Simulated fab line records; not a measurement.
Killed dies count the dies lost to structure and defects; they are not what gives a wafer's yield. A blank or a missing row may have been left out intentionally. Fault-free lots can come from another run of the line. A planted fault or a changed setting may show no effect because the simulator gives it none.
Which tool did it? -- flow rit-cmos -- route of 202 steps, sampled at 1 step: 7 lots, 21 wafers

== WHAT THE GAUGES SHOWED, per wafer ==
RIT_FOX2_THK_MEAS_01.
lot,measured,on,FOX2_OXIDE_THK (nm)
L493,day 2 02:29,film-metro-03,351 343 357
L495,day 2 16:20,film-metro-04,353 358 358
L497,day 3 03:04,film-metro-04,352 350 348
L499,day 3 12:12,film-metro-03,353 357 353
L502,day 4 05:48,film-metro-02,352 350 352
L505,day 4 17:38,film-metro-02,342 347 345
L512,day 5 23:33,film-metro-03,352 358 357

== EACH LOT AND THE TOOL THAT RAN IT (in order: tool; ch and the chambers of the sampled wafers; start) ==
There is no process step in the record ahead of these readings.

== THE ANSWER, worked out from the rows above alone ==
Rule: the usual values come from the lots themselves. Put in order of their means at a reading, lots are off if they are a third of the lots or fewer, leave a main group of 4 or more, and stand apart from it by a gap of 3 or more times the standard deviation of the main group's means; of several such gaps the widest counts. A main group whose means are all the same, to the digits that the tables above print for the reading, isn't used. Also off: a lot with no number at a reading for which 4 or more lots have one. Any other lot the step has rows for is counted as sound.
None of the lots is off at any reading shown; this tells nothing.

== WHAT THE SIMULATOR HAD PUT IN ==
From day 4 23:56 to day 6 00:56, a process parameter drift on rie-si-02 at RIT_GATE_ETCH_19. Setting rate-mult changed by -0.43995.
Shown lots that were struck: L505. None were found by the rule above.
